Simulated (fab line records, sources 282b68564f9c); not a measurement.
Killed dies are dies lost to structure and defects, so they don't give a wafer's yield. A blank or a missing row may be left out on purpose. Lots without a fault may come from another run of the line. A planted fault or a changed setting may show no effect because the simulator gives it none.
fab line records | flow rit_cmos
record lots=14 wafers=42 last_day=19
route steps=202 shown M1@196
lots that met no fault: from a run of the same line without faults
start_h: hours from the record's first day to the start of the lot's first wafer shown | wait_h: hours since the lot's step before | " the same as in the row above | L1.1+2: a row that stands for several wafers | - no value, or no start given | * or withheld: withheld | < > ~ a bound
route shown NAME@n: a module of which the file shows steps, and the number in the route of the first | usual: mean/standard deviation of fault-free wafers | same: alike in all rows | chamber/n: place in a boat | sites: the reading at each site | _std_site: their standard deviation | _edge_site: outer sites' mean less inner sites' | radius_mm: how far each site lies from the wafer's centre | mask NAME#n: copy n | behind: the tool/chamber that last shaped the wafer | hold: why the lot was held/for how many hours/how that ended | device: the transistor (n, p or np) that didn't switch | end of line: the same wafers' tests at the end of the route | a step without rows: its recipe alone | killed: dies lost to structure and defects at the first sort, not the wafer's yield | map: a wafer's dies, x killed, . not, _ none there
set.NAME: the setting as run; set.NAME@STEP: as run at that earlier step | model.NAME: the simulator's own value behind a step, which no gauge read
steps of the route over a sample of lots; a table a step, a row a wafer
services: from which hour (start_h, from the record's first day; less than 0 if before it) a tool's chamber was out of use, for how many hours, and why
## steps
# step RIT_M1_METAL_ETCH_12
# recipe stop_on=SiO2 chemistry=Cl2/BCl3 target=Al time_s=165 over_etch_frac=0.5 pressure_mtorr=100 target_depth_a=6000 rf_w=250 Cl2_flow_sccm=60 bcl3_flow_sccm=50
# usual drypump_motor_current_A=5.7/0.41 oes_product_au=0.778/0.016 rf_fwd_power_W=248.8/0.72 throttle_valve_pct=8.30/0.11
# columns lot.wafer tool chamber start_h wait_h drypump_motor_current_A oes_product_au rf_fwd_power_W rf_hours_counter_h throttle_valve_pct
L206.1 rie_metal-01 1 56.43 0.2 5.6 0.773 248.5 1 8.20
L206.2 " 0 " " 5.9 0.799 249.3 1 8.31
L206.5 " 1 " " 5.6 0.775 247.9 - 8.21
L207.1 rie_metal-04 1 59.89 0.2 5.7 0.762 248.6 32 8.13
L207.3 " 1 " " 5.7 0.763 249.3 - 8.09
L207.4 " 0 " " 6.3 0.793 247.7 - 8.26
L208.2 rie_metal-03 1 72.76 0.2 5.0 0.769 249.4 3 8.45
L208.4 " 0 " " 5.7 0.793 249.9 - 8.42
L208.6 " 0 " " 5.7 0.802 249.5 - 8.39
L209.1 rie_metal-01 0 79.19 0.2 5.9 0.797 249.0 1 8.30
L209.2 " 1 " " 5.6 0.780 247.9 1 8.20
L209.6 " 0 " " 5.9 0.796 249.9 - 8.30
L211.1 rie_metal-03 0 87.39 0.2 5.7 0.790 247.8 3 8.39
L211.4 " 0 " " 5.7 0.781 247.9 - 8.40
L211.5 " 1 " " 5.0 0.754 248.5 - 8.48
L212.1 rie_metal-01 1 91.05 0.2 5.6 0.791 248.5 1 8.22
L212.2 " 0 " " 5.9 0.803 250.5 1 8.32
L212.4 " 0 " " 5.9 0.792 249.8 - 8.33
L213.2 rie_metal-04 1 97.96 0.2 5.7 0.759 249.2 33 8.12
L213.5 " 0 " " 6.4 0.783 249.0 - 8.29
L213.6 " 1 " " 5.7 0.759 248.6 - 8.11
L215.1 rie_metal-01 0 116.47 0.2 5.9 0.802 249.1 1 8.33
L215.2 " 1 " " 5.6 0.779 249.6 1 8.20
L215.4 " 1 " " 5.6 0.783 249.4 - 8.22
L216.3 rie_metal-04 1 116.78 0.2 5.7 0.760 249.2 - 8.11
L216.4 " 0 " " 6.4 0.794 248.1 - 8.28
L216.5 " 0 " " 6.4 0.786 248.5 - 8.30
L221.2 rie_metal-01 1 138.42 0.2 5.7 0.776 249.0 1 8.20
L221.4 " 1 " " 5.6 0.775 249.2 - 8.19
L221.6 " 0 " " 5.9 0.787 249.3 - 8.32
L224.2 rie_metal-01 0 151.85 0.2 5.9 0.805 423.7 2 8.31
L224.3 " 0 " " 5.9 0.806 423.7 - 8.31
L224.6 " 0 " " 5.9 0.802 424.4 - 8.31
L227.2 rie_metal-01 0 165.94 0.2 5.9 0.799 424.1 2 8.33
L227.3 " 0 " " 5.9 0.799 424.1 - 8.32
L227.6 " 1 " " 5.6 0.781 248.3 - 8.21
L229.2 rie_metal-03 0 171.26 0.2 5.8 0.787 249.1 4 8.40
L229.5 " 1 " " 5.0 0.747 248.2 - 8.45
L229.6 " 0 " " 5.7 0.788 248.8 - 8.40
L228.2 rie_metal-04 0 447.57 0.2 6.3 0.780 247.5 3 8.27
L228.4 " 0 " " 6.3 0.781 248.6 - 8.29
L228.5 " 0 " " 6.3 0.773 248.5 - 8.27
# step RIT_M1_CD_MEAS_90
# recipe target_cd_nm=2600
# usual cd_nm=2601/3.7
# columns lot.wafer tool chamber start_h wait_h hold cd_nm
L206.1 cd_sem-01 - 56.94 0.1 - 2607
L206.2 " - " " - 2603
L206.5 " - " " - 2608
L207.1 cd_sem-01 - 60.41 0.1 - 2601
L207.3 " - " " - 2599
L207.4 " - " " - 2599
L208.2 cd_sem-01 - 73.29 0.1 - 2600
L208.4 " - " " - 2600
L208.6 " - " " - 2599
L209.1 cd_sem-01 - 79.70 0.1 - 2602
L209.2 " - " " - 2601
L209.6 " - " " - 2601
L211.1 cd_sem-01 - 87.90 0.1 - 2597
L211.4 " - " " - 2600
L211.5 " - " " - 2599
L212.1 cd_sem-01 - 91.56 0.1 - 2606
L212.2 " - " " - 2604
L212.4 " - " " - 2604
L213.2 cd_sem-01 - 98.49 0.1 - 2595
L213.5 " - " " - 2595
L213.6 " - " " - 2594
L215.1 cd_sem-02 - 117.23 0.1 - 2601
L215.2 " - " " - 2608
L215.4 " - " " - 2609
L216.3 cd_sem-01 - 117.48 0.1 - 2606
L216.4 " - " " - 2603
L216.5 " - " " - 2603
L221.2 cd_sem-01 - 138.99 0.1 - 2603
L221.4 " - " " - 2605
L221.6 " - " " - 2598
L224.2 cd_sem-01 - 152.38 0.1 await_dispo/0.2h/release 2558
L224.3 " - " " await_dispo/0.2h/release 2563
L224.6 " - " " await_dispo/0.2h/release 2561
L224.2 cd_sem-01 - 152.67 0.3 - 2558
L224.3 " - " " - 2563
L224.6 " - " " - 2561
L227.2 cd_sem-01 - 166.49 0.1 await_dispo/0.2h/release 2559
L227.3 " - " " await_dispo/0.2h/release 2561
L227.6 " - " " await_dispo/0.2h/release 2605
L227.2 cd_sem-01 - 166.78 0.3 - 2559
L227.3 " - " " - 2560
L227.6 " - " " - 2605
L229.2 cd_sem-02 - 171.79 0.1 - 2604
L229.5 " - " " - 2605
L229.6 " - " " - 2605
L228.2 cd_sem-01 - 448.28 0.1 - 2597
L228.4 " - " " - 2594
L228.5 " - " " - 2595
# step RIT_M1_PROBE_99
# usual defect_limited_yield=97.5/1.2 killed_at_contacts=0.1/0.27 killed_at_front_end=6/3 killed_dies=7/3 killed_open=3.1/2 killed_short=3.4/2 sort_bin_3_pad_short=0.1/0.23 sort_bin_5_function=1.4/0.76 sort_bin_6_memory=0.9/0.63 sort_n_pass=257/3 sort_yield_pct=97.5/1.2
# same gross_dies=264 killed_at_M0_to_M3=0 killed_at_M4_up=0 killed_at_back_side=0 killed_at_other=0
# columns lot.wafer tool chamber start_h wait_h defect_limited_yield[%] killed_at_contacts killed_at_front_end killed_dies killed_open killed_short sort_bin_3_pad_short[%] sort_bin_5_function[%] sort_bin_6_memory[%] sort_n_pass sort_yield_pct[%]
L206.1 prober-01 - 58.68 0.1 95.8 1 10 11 5 6 0.4 2.3 1.5 253 95.8
L206.2 prober-01 - 58.73 0.1 97.7 0 6 6 5 1 0 1.5 0.8 258 97.7
L206.5 prober-01 - 58.88 0.2 96.6 1 8 9 6 3 0 2.7 0.8 255 96.6
L207.1 prober-02 - 62.15 0.1 96.2 0 10 10 5 5 0 3.0 0.8 254 96.2
L207.3 prober-02 - 62.25 0.2 98.9 0 3 3 1 2 0 0.8 0.4 261 98.9
L207.4 prober-02 - 62.30 0.2 97.7 0 6 6 3 3 0 1.5 0.8 258 97.7
L208.2 prober-01 - 75.06 0.1 97.7 0 6 6 4 2 0.4 0.8 1.1 258 97.7
L208.4 prober-01 - 75.16 0.2 97.0 1 7 8 2 6 0.8 1.5 0.8 256 97.0
L208.6 prober-01 - 75.26 0.2 97.7 0 6 6 3 3 0.4 1.5 0.4 258 97.7
L209.1 prober-02 - 81.44 0.1 97.7 0 6 6 5 1 0 0.8 1.5 258 97.7
L209.2 prober-02 - 81.49 0.1 95.5 0 12 12 4 8 0 3.8 0.8 252 95.5
L209.6 prober-02 - 81.69 0.2 98.5 0 4 4 1 3 0 0.4 1.1 260 98.5
L211.1 prober-02 - 89.64 0.1 98.5 0 4 4 0 4 0 0.8 0.8 260 98.5
L211.4 prober-02 - 89.79 0.2 98.1 0 5 5 3 2 0 1.5 0.4 259 98.1
L211.5 prober-02 - 89.84 0.2 97.7 0 6 6 2 4 0 1.9 0.4 258 97.7
L212.1 prober-01 - 93.30 0.1 95.5 0 12 12 4 8 0.4 2.7 1.5 252 95.5
L212.2 prober-01 - 93.35 0.1 98.9 0 3 3 1 2 0 0.8 0.4 261 98.9
L212.4 prober-01 - 93.45 0.2 98.9 0 3 3 2 1 0 0.8 0.4 261 98.9
L213.2 prober-02 - 100.26 0.1 98.5 0 4 4 3 1 0 0.8 0.8 260 98.5
L213.5 prober-02 - 100.41 0.2 98.1 1 4 5 2 3 0 1.9 0 259 98.1
L213.6 prober-02 - 100.46 0.2 98.5 0 4 4 1 3 0 1.1 0.4 260 98.5
L215.1 prober-02 - 118.97 0.1 99.2 0 2 2 1 1 0 0.4 0.4 262 99.2
L215.2 prober-02 - 119.02 0.1 98.1 0 5 5 3 2 0 0.8 1.1 259 98.1
L215.4 prober-02 - 119.12 0.2 98.1 0 5 5 1 4 0 1.1 0.8 259 98.1
L216.3 prober-01 - 120.57 0.2 97.7 0 6 6 2 4 0.4 0.8 1.1 258 97.7
L216.4 prober-01 - 120.62 0.2 95.5 0 12 12 4 8 0.4 1.9 2.3 252 95.5
L216.5 prober-01 - 120.67 0.2 97.3 0 7 7 6 1 0 2.3 0.4 257 97.3
L221.2 prober-02 - 140.76 0.1 95.5 0 12 12 7 5 0 1.9 2.7 252 95.5
L221.4 prober-02 - 140.86 0.2 97.0 0 8 8 4 4 0.4 1.9 0.8 256 97.0
L221.6 prober-02 - 140.96 0.2 97.7 0 6 6 4 2 0 1.1 1.1 258 97.7
L224.2 prober-01 - 162.26 0.1 98.9 0 3 3 1 2 0 0.8 0.4 261 98.9
L224.3 prober-01 - 162.31 0.2 96.2 0 10 10 6 4 0 1.9 1.9 254 96.2
L224.6 prober-01 - 162.46 0.2 98.1 0 5 5 3 2 0 0.8 1.1 259 98.1
L227.2 prober-02 - 170.61 0.1 99.2 0 2 2 1 1 0 0.4 0.4 262 99.2
L227.3 prober-02 - 170.66 0.2 98.9 0 3 3 1 2 0 0.4 0.8 261 98.9
L227.6 prober-02 - 170.81 0.2 98.1 0 5 5 2 3 0.4 1.1 0.4 259 98.1
L229.2 prober-01 - 173.56 0.1 95.8 0 11 11 7 4 0 3.0 1.1 253 95.8
L229.5 prober-01 - 173.71 0.2 98.1 0 5 5 3 2 0 0.8 1.1 259 98.1
L229.6 prober-01 - 173.76 0.2 97.0 0 8 8 4 4 0 1.1 1.9 256 97.0
L228.2 prober-01 - 450.05 0.1 95.8 0 11 11 6 5 0.4 2.7 1.1 253 95.8
L228.4 prober-01 - 450.15 0.2 97.7 0 6 6 3 3 0 1.5 0.8 258 97.7
L228.5 prober-01 - 450.20 0.2 96.6 0 9 9 4 5 0 1.9 1.5 255 96.6
# killed by level:class
L206.1 GATE:geometric_particle:short=4 GATE:geometric_particle:open=2 SPACER:geometric_particle:open=2 FOX2:geometric_particle:short=1 SILICIDE:geometric_particle:short=1 CONTACT:geometric_particle:open=1
L206.2 GATE:geometric_particle:open=3 FOX1:geometric_particle:short=1 FOX1:geometric_particle:open=1 FOX2:geometric_particle:open=1
L206.5 FOX2:geometric_particle:open=2 GATE:geometric_particle:short=2 GATE:geometric_particle:open=2 FOX1:geometric_particle:open=1 SPACER:geometric_particle:short=1 CONTACT:geometric_particle:open=1
L207.1 FOX1:geometric_particle:short=2 FOX1:geometric_particle:open=2 FOX2:geometric_particle:open=1 GATE:geometric_particle:short=1 GATE:geometric_particle:open=1 SPACER:geometric_particle:open=1 SPACER:geometric_particle:short=1 SILICIDE:geometric_particle:short=1
L207.3 FOX1:geometric_particle:open=1 GATE:geometric_particle:short=1 SILICIDE:geometric_particle:short=1
L207.4 FOX1:geometric_particle:open=2 FOX1:geometric_particle:short=1 GATE:geometric_particle:short=1 GATE:geometric_particle:open=1 SILICIDE:geometric_particle:short=1
L208.2 GATE:geometric_particle:open=2 FOX1:geometric_particle:open=1 REOX:geometric_particle:short=1 SPACER:geometric_particle:short=1 SILICIDE:geometric_particle:open=1
L208.4 REOX:geometric_particle:short=3 SPACER:geometric_particle:short=2 CONTACT:geometric_particle:short=1 REOX:geometric_particle:open=1 SILICIDE:geometric_particle:open=1
L208.6 GATE:geometric_particle:short=2 GATE:geometric_particle:open=1 SPACER:geometric_particle:open=1 REOX:geometric_particle:open=1 SPACER:geometric_particle:short=1
L209.1 GATE:geometric_particle:open=3 GATE:geometric_particle:short=1 REOX:geometric_particle:open=1 SPACER:geometric_particle:open=1
L209.2 GATE:geometric_particle:short=6 GATE:geometric_particle:open=4 REOX:geometric_particle:short=1 SPACER:geometric_particle:short=1
L209.6 GATE:geometric_particle:short=2 FOX1:geometric_particle:open=1 SILICIDE:geometric_particle:short=1
L211.1 SILICIDE:geometric_particle:short=2 FOX2:geometric_particle:short=1 SPACER:geometric_particle:short=1
L211.4 FOX2:geometric_particle:open=1 GATE:geometric_particle:open=1 REOX:geometric_particle:short=1 SPACER:geometric_particle:open=1 SPACER:geometric_particle:short=1
L211.5 SPACER:geometric_particle:short=2 FOX1:geometric_particle:short=1 GATE:geometric_particle:short=1 REOX:geometric_particle:open=1 SPACER:geometric_particle:open=1
L212.1 SPACER:geometric_particle:short=5 SPACER:geometric_particle:open=3 FOX1:geometric_particle:short=1 GATE:geometric_particle:short=1 REOX:geometric_particle:short=1 REOX:geometric_particle:open=1
L212.2 GATE:geometric_particle:short=2 GATE:geometric_particle:open=1
L212.4 REOX:geometric_particle:open=1 SPACER:geometric_particle:short=1 SILICIDE:geometric_particle:open=1
L213.2 FOX2:geometric_particle:open=1 GATE:geometric_particle:open=1 GATE:geometric_particle:short=1 SILICIDE:geometric_particle:open=1
L213.5 SPACER:geometric_particle:short=2 GATE:geometric_particle:short=1 SILICIDE:geometric_particle:open=1 CONTACT:geometric_particle:open=1
L213.6 ACTIVE:geometric_particle:short=1 FOX1:geometric_particle:short=1 SPACER:geometric_particle:open=1 SILICIDE:geometric_particle:short=1
L215.1 GATE:geometric_particle:short=1 SILICIDE:geometric_particle:open=1
L215.2 GATE:geometric_particle:short=1 GATE:geometric_particle:open=1 REOX:geometric_particle:short=1 REOX:geometric_particle:open=1 SILICIDE:geometric_particle:open=1
L215.4 GATE:geometric_particle:short=4 FOX1:geometric_particle:open=1
L216.3 GATE:geometric_particle:short=3 FOX1:geometric_particle:open=1 FOX1:geometric_particle:short=1 GATE:geometric_particle:open=1
L216.4 GATE:geometric_particle:short=5 SPACER:geometric_particle:short=3 GATE:geometric_particle:open=2 FOX1:geometric_particle:open=1 SPACER:geometric_particle:open=1
L216.5 GATE:geometric_particle:open=2 FOX1:geometric_particle:open=1 FOX2:geometric_particle:open=1 GATE:geometric_particle:short=1 REOX:geometric_particle:open=1 SILICIDE:geometric_particle:open=1
L221.2 GATE:geometric_particle:open=3 FOX1:geometric_particle:open=2 GATE:geometric_particle:short=2 REOX:geometric_particle:short=2 FOX2:geometric_particle:open=1 REOX:geometric_particle:open=1 SPACER:geometric_particle:short=1
L221.4 GATE:geometric_particle:short=2 REOX:geometric_particle:short=2 FOX1:geometric_particle:open=1 GATE:geometric_particle:open=1 REOX:geometric_particle:open=1 SPACER:geometric_particle:open=1
L221.6 FOX1:geometric_particle:open=1 GATE:geometric_particle:open=1 GATE:geometric_particle:short=1 REOX:geometric_particle:short=1 SPACER:geometric_particle:open=1 SILICIDE:geometric_particle:open=1
L224.2 FOX1:geometric_particle:open=1 GATE:geometric_particle:short=1 SPACER:geometric_particle:short=1
L224.3 SPACER:geometric_particle:open=3 GATE:geometric_particle:short=2 REOX:geometric_particle:open=2 SPACER:geometric_particle:short=2 GATE:geometric_particle:open=1
L224.6 FOX1:geometric_particle:short=1 FOX2:geometric_particle:open=1 GATE:geometric_particle:open=1 SPACER:geometric_particle:short=1 SPACER:geometric_particle:open=1
L227.2 FOX2:geometric_particle:open=1 SPACER:geometric_particle:short=1
L227.3 REOX:geometric_particle:short=1 SPACER:geometric_particle:short=1 SPACER:geometric_particle:open=1
L227.6 SPACER:geometric_particle:short=2 GATE:geometric_particle:short=1 GATE:geometric_particle:open=1 SILICIDE:geometric_particle:open=1
L229.2 GATE:geometric_particle:open=4 GATE:geometric_particle:short=3 FOX2:geometric_particle:open=1 REOX:geometric_particle:short=1 REOX:geometric_particle:open=1 SPACER:geometric_particle:open=1
L229.5 REOX:geometric_particle:short=2 FOX2:geometric_particle:open=1 GATE:geometric_particle:open=1 REOX:geometric_particle:open=1
L229.6 GATE:geometric_particle:short=2 GATE:geometric_particle:open=2 REOX:geometric_particle:open=2 REOX:geometric_particle:short=1 SILICIDE:geometric_particle:short=1
L228.2 GATE:geometric_particle:open=3 FOX2:geometric_particle:short=2 FOX2:geometric_particle:open=2 FOX1:geometric_particle:short=1 GATE:geometric_particle:short=1 SPACER:geometric_particle:short=1 SILICIDE:geometric_particle:open=1
L228.4 FOX2:geometric_particle:open=2 ACTIVE:geometric_particle:short=1 FOX1:geometric_particle:open=1 FOX1:geometric_particle:short=1 SILICIDE:geometric_particle:short=1
L228.5 GATE:geometric_particle:short=3 REOX:geometric_particle:short=2 ACTIVE:geometric_particle:open=1 FOX1:geometric_particle:open=1 REOX:geometric_particle:open=1 SPACER:geometric_particle:open=1
## services
# columns tool chamber start_h hours kind
rie_metal-04 - 69.41 2.8 pm
rie_metal-04 - 136.12 20.0 pm
rie_metal-04 0 136.12 20.0 vent_cycle
rie_metal-04 1 136.12 20.0 vent_cycle
rie_metal-03 0 140.68 10.3 repair
rie_metal-04 0 156.12 - clean
rie_metal-04 1 156.12 - clean
rie_metal-04 0 174.67 2.4 repair
rie_metal-04 1 201.49 4.7 repair
rie_metal-03 0 232.56 10.1 repair
rie_metal-01 0 336.84 1.2 repair
rie_metal-04 1 378.03 10.4 repair
## key
first_sign step=RIT_M1_METAL_ETCH_12 reading=rf_fwd_power_W direction=up sigmas=99+ usual=248.8 struck=424.0
effect step=RIT_M1_CD_MEAS_90 reading=visit direction=added
effect step=RIT_M1_CD_MEAS_90 reading=cd_nm direction=down sigmas=11 usual=2601 struck=2560
met_at RIT_M1_METAL_ETCH_12
struck_lots L224,L227
struck_wafers L224.2,L224.3,L224.6,L227.2,L227.3
onset_between 138.42 151.85
fault kind=process_parameter_drift tool=rie_metal-01 chamber=0 onset_h=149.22 steps=RIT_M1_METAL_ETCH_12 channel=rf_w offset=175 shape=step end_h=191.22 stated=250
